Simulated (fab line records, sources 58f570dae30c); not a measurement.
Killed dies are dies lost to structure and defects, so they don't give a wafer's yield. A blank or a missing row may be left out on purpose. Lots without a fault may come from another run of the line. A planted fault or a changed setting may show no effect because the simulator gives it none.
Chamber matching | flow berkeley_cmos170 | UCB170_ZERO_ETCH_06 on rie_diel-01: 4 sister chambers
The step etches SiO2 in CHF3/CF4/Ar, time 12 s. 16 wafers are shown with their chamber, then 8 later ones without.

WAFERS WITH THEIR CHAMBER
wafer  | chamber | drypump_motor_current_A (A) | throttle_valve_pct (%) | oes_product_au (a.u.)
L195.1 | 3       | 6.4                         | 9.25                   | 0.610
L195.2 | 2       | 5.9                         | 9.22                   | 0.634
L195.3 | 0       | 5.7                         | 9.09                   | 0.626
L198.1 | 3       | 6.4                         | 9.26                   | 0.613
L198.2 | 2       | 5.9                         | 9.23                   | 0.637
L198.4 | 0       | 5.7                         | 9.09                   | 0.621
L199.1 | 1       | 5.5                         | 9.12                   | 0.608
L199.3 | 3       | 6.4                         | 9.24                   | 0.617
L199.4 | 0       | 5.7                         | 9.09                   | 0.618
L212.4 | 2       | 5.9                         | 9.22                   | 0.634
L212.5 | 1       | 5.6                         | 9.10                   | 0.609
L212.6 | 0       | 5.7                         | 9.10                   | 0.621
L214.1 | 0       | 5.7                         | 9.10                   | 0.625
L214.3 | 1       | 5.5                         | 9.10                   | 0.606
L214.5 | 1       | 5.6                         | 9.13                   | 0.616
L215.2 | 3       | 6.4                         | 9.27                   | 0.610

SIGNATURES (means of the wafers above)
reading                 | chamber 0 | chamber 1 | chamber 2 | chamber 3 | scatter within a chamber
drypump_motor_current_A | 5.700     | 5.550     | 5.900     | 6.400     | 0.0289
throttle_valve_pct      | 9.0940    | 9.1125    | 9.2233    | 9.2550    | 0.0107
oes_product_au          | 0.62220   | 0.60975   | 0.63500   | 0.61250   | 0.0034
Rule: a wafer's distance from a chamber is the root of the sum, over the readings, of the square of ((its reading less the chamber's mean) divided by the reading's scatter). The wafer belongs to the nearest chamber; if the next one is less than 2 further off, it can't be placed. The scatter: the root of (the sum of the squares of (reading less its chamber's mean) over the shown wafers, divided by (wafers less chambers)).

WAFERS WITHOUT THEIR CHAMBER
wafer  | drypump_motor_current_A (A) | throttle_valve_pct (%) | oes_product_au (a.u.)
L215.4 | 5.7                         | 9.09                   | 0.622
L215.5 | 5.6                         | 9.12                   | 0.610
L216.2 | 5.7                         | 9.08                   | 0.618
L216.4 | 5.6                         | 9.11                   | 0.612
L216.5 | 6.4                         | 9.23                   | 0.607
L217.1 | 6.4                         | 9.28                   | 0.610
L217.3 | 5.7                         | 9.09                   | 0.620
L217.5 | 5.6                         | 9.12                   | 0.611

WHICH CHAMBER EACH WENT THROUGH
wafer  | from the rows above | in truth
L215.4 | 0                   | 0
L215.5 | 1                   | 1
L216.2 | 0                   | 0
L216.4 | 1                   | 1
L216.5 | 3                   | 3
L217.1 | 3                   | 3
L217.3 | 0                   | 0
L217.5 | 1                   | 1
Placed correctly: 8 of 8. Can't be placed from these rows: 0. Placed wrongly: 0.
